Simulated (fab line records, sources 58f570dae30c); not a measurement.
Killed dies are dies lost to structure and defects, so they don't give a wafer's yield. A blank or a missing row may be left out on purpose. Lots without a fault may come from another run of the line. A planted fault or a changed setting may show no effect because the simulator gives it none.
Which tool did it? | flow berkeley_cmos170 | 14 lots, 42 wafers sampled, at 4 steps of a route of 331

WHAT THE GAUGES READ, wafer by wafer
UCB170_PWELL_TW_MEAS_17.
lot  | measured    | on            | PWELL_TW
L561 | day 3 01:34 | film_metro-01 | 379.7 379.8 379.7
L562 | day 3 06:14 | film_metro-01 | 380.0 380.0 381.9
L563 | day 3 23:09 | film_metro-03 | 386.3 385.1 386.6
L565 | day 4 01:02 | film_metro-02 | 379.3 381.5 379.5
L564 | day 4 01:14 | film_metro-01 | 382.9 378.3 380.1
L566 | day 4 11:10 | film_metro-03 | 386.5 384.9 384.4
L569 | day 5 04:16 | film_metro-01 | 380.3 381.7 378.4
L574 | day 5 13:20 | film_metro-01 | 359.0 360.4 360.1
L576 | day 6 07:04 | film_metro-02 | 360.9 361.0 360.5
L577 | day 6 07:08 | film_metro-01 | 381.1 379.8 379.6
L578 | day 6 11:34 | film_metro-01 | 381.0 380.4 381.7
L581 | day 6 22:36 | film_metro-03 | 388.3 386.4 386.4
L584 | day 7 12:32 | film_metro-01 | 383.5 383.7 383.3
L583 | day 7 12:50 | film_metro-02 | 382.2 383.4 382.5

UCB170_PLDD_CD_MEAS_06: target cd 1200 nm.
lot  | measured     | on        | cd_nm (nm)
L561 | day 5 23:43  | cd_sem-01 | 1199.7 1200.1 1201.7
L562 | day 5 23:31  | cd_sem-02 | 1196.6 1198.2 1197.2
L563 | day 6 19:47  | cd_sem-02 | 1201.4 1202.8 1200.3
L565 | day 7 06:11  | cd_sem-01 | 1201.7 1201.4 1202.3
L564 | day 7 06:46  | cd_sem-02 | 1201.3 1200.6 1200.6
L566 | day 7 06:28  | cd_sem-01 | 1201.0 1200.1 1200.5
L569 | day 7 19:10  | cd_sem-02 | 1199.7 1199.8 1199.2
L574 | day 8 11:55  | cd_sem-01 | 1197.9 1198.7 1199.4
L576 | day 9 12:11  | cd_sem-01 | 1201.6 1200.8 1200.2
L577 | day 9 11:50  | cd_sem-01 | 1200.3 1199.5 1200.8
L578 | day 9 21:12  | cd_sem-01 | 1201.2 1200.7 1201.4
L581 | day 10 01:40 | cd_sem-02 | 1199.7 1200.8 1198.6
L584 | day 10 11:45 | cd_sem-02 | 1198.0 1198.5 1197.7
L583 | day 10 11:28 | cd_sem-01 | 1202.9 1203.4 1201.7

WHICH TOOL RAN EACH LOT (tool, then ch and the chambers of the sampled wafers, then the start)
lot  | UCB170_PWELL_IMPLANT_15        | UCB170_PVT_STRIP_08
L561 | implanter-04 ch 0, day 3 01:16 | plasma_asher-04 ch 0,1, day 5 11:57
L562 | implanter-01 ch 0, day 3 06:01 | plasma_asher-01 ch 0,1, day 5 11:57
L563 | implanter-04 ch 0, day 3 22:55 | plasma_asher-01 ch 0,1, day 6 05:54
L565 | implanter-04 ch 0, day 4 00:47 | plasma_asher-01 ch 0,1, day 6 17:20
L564 | implanter-01 ch 0, day 4 01:01 | plasma_asher-03 ch 0,1, day 6 17:16
L566 | implanter-03 ch 0, day 4 10:55 | plasma_asher-01 ch 0,1, day 6 19:05
L569 | implanter-04 ch 0, day 5 04:02 | plasma_asher-01 ch 0,1, day 7 04:59
L574 | implanter-04 ch 0, day 5 13:06 | plasma_asher-04 ch 0,1, day 7 21:41
L576 | implanter-04 ch 0, day 6 06:46 | plasma_asher-03 ch 0,1, day 8 19:50
L577 | implanter-01 ch 0, day 6 06:55 | plasma_asher-01 ch 0,1, day 8 20:08
L578 | implanter-03 ch 0, day 6 11:19 | plasma_asher-03 ch 1, day 9 08:37
L581 | implanter-03 ch 0, day 6 22:22 | plasma_asher-01 ch 0,1, day 9 11:48
L584 | implanter-03 ch 0, day 7 12:19 | plasma_asher-01 ch 0,1, day 9 23:09
L583 | implanter-01 ch 0, day 7 12:35 | plasma_asher-04 ch 0,1, day 10 00:23
- UCB170_PWELL_IMPLANT_15
- UCB170_PVT_STRIP_08: strips in O2.

WHAT THE TOOLS THEMSELVES READ (means of the sampled wafers that have a number; where no wafer has one, the mark that the record gives instead)
UCB170_PWELL_IMPLANT_15.
lot  | tool         | beam_energy_keV
L561 | implanter-04 | 60.029
L562 | implanter-01 | 59.994
L563 | implanter-04 | 59.981
L565 | implanter-04 | 60.011
L564 | implanter-01 | 60.024
L566 | implanter-03 | 60.000
L569 | implanter-04 | 59.996
L574 | implanter-04 | 42.009
L576 | implanter-04 | 42.005
L577 | implanter-01 | 59.996
L578 | implanter-03 | 60.002
L581 | implanter-03 | 59.991
L584 | implanter-03 | 59.986
L583 | implanter-01 | 60.005

UCB170_PVT_STRIP_08.
lot  | tool            | drypump_motor_current_A (A) | oes_product_au (a.u.) | strip_time_to_endpoint_s (s)
L561 | plasma_asher-04 | 5.91                        | 0.735                 | 21.56
L562 | plasma_asher-01 | 5.79                        | 0.736                 | 21.67
L563 | plasma_asher-01 | 5.66                        | 0.731                 | 21.63
L565 | plasma_asher-01 | 5.77                        | 0.740                 | 21.68
L564 | plasma_asher-03 | 5.83                        | 0.733                 | 21.64
L566 | plasma_asher-01 | 5.67                        | 0.734                 | 21.68
L569 | plasma_asher-01 | 5.78                        | 0.729                 | 21.67
L574 | plasma_asher-04 | 5.98                        | 0.734                 | 21.57
L576 | plasma_asher-03 | 5.99                        | 0.734                 | 21.59
L577 | plasma_asher-01 | 5.68                        | 0.733                 | 21.71
L578 | plasma_asher-03 | 5.65                        | 0.731                 | 21.69
L581 | plasma_asher-01 | 5.67                        | 0.736                 | 21.65
L584 | plasma_asher-01 | 5.78                        | 0.736                 | 21.54
L583 | plasma_asher-04 | 5.98                        | 0.733                 | 21.59

THE ANSWER, worked out from the rows above alone
Rule: what is usual is taken from the lots themselves. Put in order of their means at a reading, lots are off if they are a third of the lots or fewer, leave a main group of 4 or more, and stand apart from it by a gap of 3 or more times the standard deviation of the main group's means; of several such gaps the widest counts. A main group whose means are all the same, to the digits that the tables above print for the reading, isn't used. A lot without any number at a reading at which 4 lots or more have one is off too. The other lots that the step has rows for count as sound. The gauges are gone through in route order, then the tools' own readings, and for those a lot's mean is taken as printed above. The first step at which some lot is off is used, and at that step the reading that is off furthest; a lot without a number counts as furthest.
Off: L574, L576, at UCB170_PWELL_TW_MEAS_17 (PWELL_TW). The main group: mean 382.2, standard deviation 2.5.
A tool fits if, at a process step before that reading, it ran every lot that is off, and no sound lot after the first of them. The gauges at UCB170_PWELL_TW_MEAS_17 aren't tried: what is off there is off at UCB170_PWELL_IMPLANT_15 too, on other tools, and a gauge's error can't cause that. One fits: implanter-04 at UCB170_PWELL_IMPLANT_15. Its last sound lot is L569 (day 5 04:02), its first lot that is off L574 (day 5 13:06): a fault that began between those two fits.
The tool's own readings at UCB170_PWELL_IMPLANT_15 bear it out: on the lots that are off they differ by more than 5 times the standard deviation of the sound lots' means. beam_energy_keV reads 42.007 there against 60.001 on the sound lots.

WHAT THE SIMULATOR HAD PUT IN
Process parameter drift: implanter-04, from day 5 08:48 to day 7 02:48, at UCB170_PWELL_IMPLANT_15. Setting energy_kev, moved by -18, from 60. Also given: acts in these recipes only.
Lots struck among those shown: L574, L576. The rule above found the same.
